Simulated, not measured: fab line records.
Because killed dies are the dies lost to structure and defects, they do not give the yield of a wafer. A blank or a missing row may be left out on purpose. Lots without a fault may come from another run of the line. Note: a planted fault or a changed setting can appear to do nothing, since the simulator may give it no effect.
2 desks looking at one fault	flow rit-cmos	numbers are kept per desk, each desk with only its own; the story behind them comes last

== FROM THE METROLOGY DESK ==
Lot by lot, what the gauges showed, no matter which tool ran the lot: averages of those sampled wafers that carry a number. A lot is out of limits, marked OUT, if its mean lies more than 4 standard deviations from the usual mean; the brackets give that distance.
Columns: A = CONTACT_TEOS_THK at RIT_CONTACT_THK_MEAS_01, usual 401 nm; B = cd-nm at RIT_CONTACT_CD_MEAS_08, usual 1001.2 nm; C = CONTACT_OVL at RIT_CONTACT_OVL_MEAS_09, usual -1.0 nm
lot	first seen here	A	B	C
L682	day 3 12:05	403	1002.1	-0.4
L696	day 6 11:07	400	1002.7	-1.3
L697	day 6 16:50	400	999.8	-2.0
L698	day 6 22:00	400	1000.8	-1.8
L701	day 7 14:08	399	999.7	-2.1
L702	day 7 19:08	397	998.9	-0.0
This desk found nothing out of limits on any of the 6 lots.

== DESK OF THE TOOL OWNER: rie-diel-01 ==
The tool's own readings at RIT_CONTACT_ETCH_11 (etches SiO2 in CHF3/CF4/Ar, stops on TiSi2, target depth 480 nm, time 320 s): means of the sampled wafers that have a number, for each lot that ran on this tool. A lot is out of limits, marked OUT, if its mean lies more than 4 standard deviations from the usual mean; the brackets give that distance.
Columns: A = drypump-motor-current-A at RIT_CONTACT_ETCH_11, usual 5.7 A; B = oes-product-au at RIT_CONTACT_ETCH_11, usual 0.986 a.u.; C = throttle-valve-pct at RIT_CONTACT_ETCH_11, usual 8.87 %
lot	first seen here	A	B	C
L682	day 3 13:37	5.2	0.986	8.91
L696	day 6 12:36	5.3	0.994	8.91
L697	day 6 18:10	5.7	0.993	8.95
L701	day 7 15:34	6.1	0.997	8.96
This desk found nothing out of limits on any of the 4 lots.

== ALL TOGETHER ==
The metrology desk saw nothing out of limits.
Nothing out of limits was seen by the tool owner's desk.

== WHAT THE SIMULATOR PUT IN ==
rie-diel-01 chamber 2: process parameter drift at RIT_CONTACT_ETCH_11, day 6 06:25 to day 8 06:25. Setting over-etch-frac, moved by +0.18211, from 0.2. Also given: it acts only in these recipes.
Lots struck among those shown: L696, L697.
